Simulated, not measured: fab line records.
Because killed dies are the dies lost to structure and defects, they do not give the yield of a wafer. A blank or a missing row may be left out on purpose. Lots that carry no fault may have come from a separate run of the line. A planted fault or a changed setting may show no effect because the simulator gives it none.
fab line records / flow rit-cmos
[record] lots = 15 wafers = 45 last-day = 7
route steps=202 shown NWELL@31
lots that met no fault: taken from a fault-free run of the same line
start-h: hours from the record's first day to the start of the lot's first wafer shown / wait-h: hours from the lot's prior step to this one / " same as the row above / L1.1+2: a single row standing in for several wafers / - either no value or no given start / * or withheld: withheld / < > ~ a bound
route shown NAME@n: a module of which the file shows steps, and the number in the route of the first / usual: average and standard deviation across the fault-free wafers / same: alike in all rows / chamber/n: place in a boat / sites: the reading at each site / _std_site: the standard deviation of these / _edge_site: mean of outer sites minus mean of inner sites / radius-mm: how far each site lies from the wafer's centre / mask NAME#n: copy n / behind: the tool/chamber that last shaped the wafer / hold: why the lot was held/for how many hours/how that ended / device: the transistor (n, p or np) that didn't switch / end of line: the same wafers' tests at the end of the route / step lacking rows: just its recipe / killed: not the wafer's yield, but the dies lost to structure and defects at the first sort / map: a wafer's dies, marking killed ones x, the rest . and places with no die _
set.NAME: the setting that was run; set.NAME@STEP: the one run at that earlier step / model.NAME: the simulator's own value behind a step, which no gauge read
steps of the route over a sample of lots; a table a step, a row a wafer
services: the hour from which a tool's chamber was out of use, counted from the record's first day as start-h (under 0 if before that day), plus the number of hours and why
[[steps]]
[step RIT_NWELL_EXPOSE_03]
[recipe] mask-id = M2 na = 0.57 target-cd-nm = 43900 dose-mj = 250
lot.wafer=L551.3+4+5 tool=iline-stepper-01 chamber=0 start-h=25.73 wait-h=0.3 mask=M2#0
lot.wafer=L555.3+4+6 tool=iline-stepper-01 chamber=0 start-h=41.28 wait-h=0.1 mask=M2#0
lot.wafer=L556.1+5+6 tool=iline-stepper-02 chamber=0 start-h=45.65 wait-h=0.2 mask=M2#0
lot.wafer=L558.2+4+5 tool=iline-stepper-01 chamber=0 start-h=56.80 wait-h=0.2 mask=M2#0
lot.wafer=L559.3+4+6 tool=iline-stepper-01 chamber=0 start-h=61.59 wait-h=0.1 mask=M2#0
lot.wafer=L560.2+4+6 tool=iline-stepper-02 chamber=0 start-h=65.71 wait-h=0.2 mask=M2#0
lot.wafer=L561.1+2+4 tool=iline-stepper-01 chamber=0 start-h=72.44 wait-h=0.2 mask=M2#0
lot.wafer=L562.1+4+6 tool=iline-stepper-02 chamber=0 start-h=77.75 wait-h=0.2 mask=M2#0
lot.wafer=L563.2+4+5 tool=iline-stepper-02 chamber=0 start-h=81.13 wait-h=0.1 mask=M2#0
lot.wafer=L566.1+3+5 tool=iline-stepper-02 chamber=0 start-h=97.16 wait-h=0.1 mask=M2#0
lot.wafer=L567.3+4+6 tool=iline-stepper-02 chamber=0 start-h=100.50 wait-h=0.1 mask=M2#0
lot.wafer=L570.2+4+6 tool=iline-stepper-01 chamber=0 start-h=115.49 wait-h=0.2 mask=M2#0
lot.wafer=L572.1+3+4 tool=iline-stepper-01 chamber=0 start-h=125.71 wait-h=0.2 mask=M2#0
lot.wafer=L573.2+3+4 tool=iline-stepper-01 chamber=0 start-h=130.18 wait-h=0.1 mask=M2#0
lot.wafer=L574.1+2+3 tool=iline-stepper-01 chamber=0 start-h=134.78 wait-h=0.1 mask=M2#0
[step RIT_NWELL_OVL_MEAS_06]
[usual] NWELL_OVL = 1.6/1.4
lot.wafer=L551.3 tool=overlay-02 chamber=- start-h=26.13 wait-h=- NWELL_OVL[nm]=-0.1
lot.wafer=L551.4 tool=overlay-02 chamber=- start-h=26.13 wait-h=- NWELL_OVL[nm]=-2.2
lot.wafer=L551.5 tool=overlay-02 chamber=- start-h=26.13 wait-h=- NWELL_OVL[nm]=0.1
lot.wafer=L555.3 tool=overlay-02 chamber=- start-h=41.68 wait-h=- NWELL_OVL[nm]=2.9
lot.wafer=L555.4 tool=overlay-02 chamber=- start-h=41.68 wait-h=- NWELL_OVL[nm]=2.6
lot.wafer=L555.6 tool=overlay-02 chamber=- start-h=41.68 wait-h=- NWELL_OVL[nm]=2.8
lot.wafer=L556.1 tool=overlay-02 chamber=- start-h=46.28 wait-h=- NWELL_OVL[nm]=4.6
lot.wafer=L556.5 tool=overlay-02 chamber=- start-h=46.28 wait-h=- NWELL_OVL[nm]=4.2
lot.wafer=L556.6 tool=overlay-02 chamber=- start-h=46.28 wait-h=- NWELL_OVL[nm]=4.1
lot.wafer=L558.2 tool=overlay-02 chamber=- start-h=57.21 wait-h=- NWELL_OVL[nm]=-0.3
lot.wafer=L558.4 tool=overlay-02 chamber=- start-h=57.21 wait-h=- NWELL_OVL[nm]=0.2
lot.wafer=L558.5 tool=overlay-02 chamber=- start-h=57.21 wait-h=- NWELL_OVL[nm]=-0.6
lot.wafer=L559.3 tool=overlay-02 chamber=- start-h=62.00 wait-h=- NWELL_OVL[nm]=2.0
lot.wafer=L559.4 tool=overlay-02 chamber=- start-h=62.00 wait-h=- NWELL_OVL[nm]=1.0
lot.wafer=L559.6 tool=overlay-02 chamber=- start-h=62.00 wait-h=- NWELL_OVL[nm]=-0.6
lot.wafer=L560.2 tool=overlay-02 chamber=- start-h=66.13 wait-h=- NWELL_OVL[nm]=2.3
lot.wafer=L560.4 tool=overlay-02 chamber=- start-h=66.13 wait-h=- NWELL_OVL[nm]=2.4
lot.wafer=L560.6 tool=overlay-02 chamber=- start-h=66.13 wait-h=- NWELL_OVL[nm]=1.6
lot.wafer=L561.1 tool=overlay-02 chamber=- start-h=72.87 wait-h=- NWELL_OVL[nm]=-0.1
lot.wafer=L561.2 tool=overlay-02 chamber=- start-h=72.87 wait-h=- NWELL_OVL[nm]=2.9
lot.wafer=L561.4 tool=overlay-02 chamber=- start-h=72.87 wait-h=- NWELL_OVL[nm]=1.6
lot.wafer=L562.1 tool=overlay-02 chamber=- start-h=78.18 wait-h=- NWELL_OVL[nm]=0.4
lot.wafer=L562.4 tool=overlay-02 chamber=- start-h=78.18 wait-h=- NWELL_OVL[nm]=0.6
lot.wafer=L562.6 tool=overlay-02 chamber=- start-h=78.18 wait-h=- NWELL_OVL[nm]=2.5
lot.wafer=L563.2 tool=overlay-02 chamber=- start-h=81.55 wait-h=- NWELL_OVL[nm]=2.4
lot.wafer=L563.4 tool=overlay-02 chamber=- start-h=81.55 wait-h=- NWELL_OVL[nm]=2.4
lot.wafer=L563.5 tool=overlay-02 chamber=- start-h=81.55 wait-h=- NWELL_OVL[nm]=2.7
lot.wafer=L566.1 tool=overlay-01 chamber=- start-h=97.59 wait-h=- NWELL_OVL[nm]=1.2
lot.wafer=L566.3 tool=overlay-01 chamber=- start-h=97.59 wait-h=- NWELL_OVL[nm]=2.4
lot.wafer=L566.5 tool=overlay-01 chamber=- start-h=97.59 wait-h=- NWELL_OVL[nm]=0.9
lot.wafer=L567.3 tool=overlay-01 chamber=- start-h=100.91 wait-h=- NWELL_OVL[nm]=1.8
lot.wafer=L567.4 tool=overlay-01 chamber=- start-h=100.91 wait-h=- NWELL_OVL[nm]=1.2
lot.wafer=L567.6 tool=overlay-01 chamber=- start-h=100.91 wait-h=- NWELL_OVL[nm]=3.2
lot.wafer=L570.2 tool=overlay-01 chamber=- start-h=115.91 wait-h=- NWELL_OVL[nm]=1.4
lot.wafer=L570.4 tool=overlay-01 chamber=- start-h=115.91 wait-h=- NWELL_OVL[nm]=2.6
lot.wafer=L570.6 tool=overlay-01 chamber=- start-h=115.91 wait-h=- NWELL_OVL[nm]=3.8
lot.wafer=L572.1 tool=overlay-01 chamber=- start-h=126.14 wait-h=- NWELL_OVL[nm]=-180.8
lot.wafer=L572.3 tool=overlay-01 chamber=- start-h=126.14 wait-h=- NWELL_OVL[nm]=-177.5
lot.wafer=L572.4 tool=overlay-01 chamber=- start-h=126.14 wait-h=- NWELL_OVL[nm]=-178.9
lot.wafer=L573.2 tool=overlay-02 chamber=- start-h=130.60 wait-h=- NWELL_OVL[nm]=-179.3
lot.wafer=L573.3 tool=overlay-02 chamber=- start-h=130.60 wait-h=- NWELL_OVL[nm]=-180.1
lot.wafer=L573.4 tool=overlay-02 chamber=- start-h=130.60 wait-h=- NWELL_OVL[nm]=-180.5
lot.wafer=L574.1 tool=overlay-01 chamber=- start-h=135.21 wait-h=- NWELL_OVL[nm]=-178.1
lot.wafer=L574.2 tool=overlay-01 chamber=- start-h=135.21 wait-h=- NWELL_OVL[nm]=-178.0
lot.wafer=L574.3 tool=overlay-01 chamber=- start-h=135.21 wait-h=- NWELL_OVL[nm]=-175.9
[[services]]
tool=iline-stepper-01 chamber=0 start-h=3.20 hours=- kind=calibration
tool=iline-stepper-02 chamber=- start-h=23.90 hours=4.4 kind=pm
tool=iline-stepper-02 chamber=- start-h=32.14 hours=8.9 kind=pm
tool=iline-stepper-02 chamber=0 start-h=47.36 hours=- kind=calibration
[[key]]
[first-sign] step = RIT_NWELL_OVL_MEAS_06 reading = NWELL_OVL direction = down sigmas = 99+ usual = 1.6 struck = -178.8
effect none on later readings
met-at RIT_NWELL_EXPOSE_03
struck-lots L572,L573,L574
tester-left-out L572,L573,L574
onset-between 115.49 125.71
also-fits time
[fault] kind = scanner-matching-overlay tool = iline-stepper-01 chamber = - onset-h = 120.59 steps = RIT_NWELL_EXPOSE_03 offset = -180
// tester-left-out: of these lots the tester's yield and bins aren't shown, on N5 and GAA mostly nor the transistor test; their killed dies are dies lost to structure and defects alone, not to doping, threshold or leakage, so they don't give the yield
